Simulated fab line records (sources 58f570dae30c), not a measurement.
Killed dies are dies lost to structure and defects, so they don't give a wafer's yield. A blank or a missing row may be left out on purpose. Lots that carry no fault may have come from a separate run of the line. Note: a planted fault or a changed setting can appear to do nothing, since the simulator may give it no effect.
Which of the tools did it? :: flow berkeley-cmos170 :: 7 lots, 21 wafers sampled, at 2 steps of a route of 331

## WHAT THE GAUGES SHOWED, per wafer
UCB170_CONTACT_THK_MEAS_02.
lot: L453
measured: day 8 05:10
on: film-metro-03
CONTACT_PSG_THK (nm): 694 693 696

lot: L455
measured: day 9 06:14
on: film-metro-04
CONTACT_PSG_THK (nm): 705 703 707

lot: L457
measured: day 9 06:10
on: film-metro-04
CONTACT_PSG_THK (nm): 699 698 694

lot: L461
measured: day 9 23:23
on: film-metro-01
CONTACT_PSG_THK (nm): 700 693 703

lot: L463
measured: day 9 23:28
on: film-metro-03
CONTACT_PSG_THK (nm): 696 690 692

lot: L471
measured: day 12 23:42
on: film-metro-04
CONTACT_PSG_THK (nm): 879 884 887

lot: L474
measured: day 13 16:44
on: film-metro-04
CONTACT_PSG_THK (nm): 698 696 699

## WHICH TOOL RAN EACH LOT (tool, then ch and the chambers of the sampled wafers, then the start)
lot: L453
UCB170_CONTACT_CVD_01: lpcvd-02 ch 1, day 8 03:23

lot: L455
UCB170_CONTACT_CVD_01: lpcvd-02 ch 1, day 9 04:22

lot: L457
UCB170_CONTACT_CVD_01: lpcvd-02 ch 0, day 9 04:22

lot: L461
UCB170_CONTACT_CVD_01: lpcvd-01 ch 1, day 9 21:37

lot: L463
UCB170_CONTACT_CVD_01: lpcvd-01 ch 1, day 9 21:37

lot: L471
UCB170_CONTACT_CVD_01: lpcvd-01 ch 0, day 12 21:55

lot: L474
UCB170_CONTACT_CVD_01: lpcvd-02 ch 0, day 13 14:57
- UCB170_CONTACT_CVD_01: deposits PSG from SiH4/O2/PH3, target thk 700 nm, time 2820 s.

## THE ANSWER, worked out from the rows above alone
Rule: the usual values come from the lots themselves. The widest of any qualifying gaps counts: lots, ordered by their means at a reading, are off when they make up no more than a third of the lots, leave a main group of 4 or more, and stand apart from it by 3 or more times the standard deviation of that group's means. The tables above print the reading to a certain number of digits; a main group whose means all agree to those digits is not used. A lot without any number at a reading at which 4 lots or more have one is off too. The other lots that the step has rows for count as sound.
Off: L471, seen at UCB170_CONTACT_THK_MEAS_02 (CONTACT_PSG_THK). The main group has a mean of 698 nm with a standard deviation of 3.9.
A tool fits if, at a process step before that reading, it ran every lot that is off, and no sound lot after the first of them. Those tools and the gauges at UCB170_CONTACT_THK_MEAS_02 are tried in the same way. One candidate fits, namely lpcvd-01 at UCB170_CONTACT_CVD_01. A fault onset in the window from L461 (day 9 21:37, its last sound lot) to L471 (day 12 21:55, its first lot off) fits.

## WHAT THE SIMULATOR HAD PUT IN
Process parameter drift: lpcvd-01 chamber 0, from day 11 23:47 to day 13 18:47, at UCB170_CONTACT_CVD_01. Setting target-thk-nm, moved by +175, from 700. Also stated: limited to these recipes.
Lots struck among those shown: L471. The rule given above showed the same thing.
